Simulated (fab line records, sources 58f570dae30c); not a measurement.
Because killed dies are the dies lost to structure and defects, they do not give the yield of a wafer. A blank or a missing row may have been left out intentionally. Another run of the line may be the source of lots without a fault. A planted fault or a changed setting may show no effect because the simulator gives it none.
The tool behind it: which one?	flow berkeley cmos170	14 lots with 42 wafers sampled at 3 steps, on a route of 331 steps

WHAT THE GAUGES READ, wafer by wafer
UCB170_V2_BOW_MEAS_03. Usual: V2_BOW typically reads 37 um, with standard deviation 7.4.
lot	measured	on	V2_BOW (um)	flag
L377	day 8 06:30	film metro-01	40 28 42	
L378	day 8 09:23	film metro-01	31 33 25	
L379	day 8 09:38	film metro-04	30 33 18	
L383	day 9 07:13	film metro-02	43 44 46	
L382	day 9 08:36	film metro-04	44 37 39	
L384	day 10 01:53	film metro-01	33 40 32	
L386	day 10 02:32	film metro-01	39 43 45	
L389	day 10 23:19	film metro-02	39 27 32	
L388	day 10 23:27	film metro-01	39 44 39	
L390	day 11 00:16	film metro-02	57 43 40	
L393	day 12 16:20	film metro-02	30 28 34	
L399	day 13 18:59	film metro-02	37 42 59	
L400	day 13 21:40	film metro-04	31 37 38	
L398	day 13 23:41	film metro-04	31 25 34	

UCB170_M3_OVL_MEAS_16. Usual: M3_OVL typically reads 4 nm, with standard deviation 4.9.
lot	measured	on	M3_OVL (nm)	flag
L377	day 8 12:41	overlay-01	0 -6 6	
L378	day 8 14:44	overlay-02	4 2 4	
L379	day 8 14:59	overlay-02	-1 4 2	
L383	day 9 13:48	overlay-02	4 4 5	
L382	day 9 14:04	overlay-02	-2 4 0	
L384	day 10 06:16	overlay-01	1 -4 -9	
L386	day 10 06:59	overlay-02	4 1 6	
L389	day 11 04:17	overlay-02	-1 4 3	
L388	day 11 05:01	overlay-02	4 -1 1	
L390	day 11 06:05	overlay-02	2 4 6	
L393	day 12 22:28	overlay-02	7 -3 2	
L399	day 14 00:00	overlay-01	1 9 8	
L400	day 14 04:17	overlay-02	2 5 3	
L398	day 14 05:22	overlay-01	2 3 5	

TOOL THAT RAN EACH LOT (tool first, then ch and the chambers of the sampled wafers, then the start)
lot	UCB170_M2_PRE_CLEAN_00
L377	pvd sputter-02, day 8 03:05
L378	pvd sputter-04, day 8 06:13
L379	pvd sputter-02, day 8 06:29
L383	pvd sputter-04, day 9 03:40
L382	pvd sputter-02, day 9 05:23
L384	pvd sputter-02, day 9 22:51
L386	pvd sputter-04, day 9 23:22
L389	pvd sputter-04, day 10 19:49
L388	pvd sputter-02, day 10 20:07
L390	pvd sputter-01, day 10 20:22
L393	pvd sputter-02, day 12 13:19
L399	pvd sputter-04, day 13 15:37
L400	pvd sputter-04, day 13 18:22
L398	pvd sputter-02, day 13 19:58
- UCB170_M2_PRE_CLEAN_00: preclean etch time 60 s.

WHAT THE TOOLS THEMSELVES READ (means of the sampled wafers that have a number; where no wafer has one, the mark that the record gives instead)
The record holds no such reading with a usual standard deviation.

THE ANSWER, worked out from the rows above alone
Rule: take the mean of a lot's wafers that have a number; if it is more than 3 standard deviations from the usual mean, the lot is off. A lot without any number at a reading at which 4 lots or more have one is off too. Where the step has rows for the other lots, those lots are counted as sound. After the gauges, taken in route order, come the tools' own readings; for these a lot's mean is taken, as printed above. At the first step where some lot is off, the reading lying furthest off is the one used; lots without a number count as furthest.
No lot is off on any of the readings shown, so nothing can be concluded from this.

WHAT HAD BEEN PUT IN BY THE SIMULATOR
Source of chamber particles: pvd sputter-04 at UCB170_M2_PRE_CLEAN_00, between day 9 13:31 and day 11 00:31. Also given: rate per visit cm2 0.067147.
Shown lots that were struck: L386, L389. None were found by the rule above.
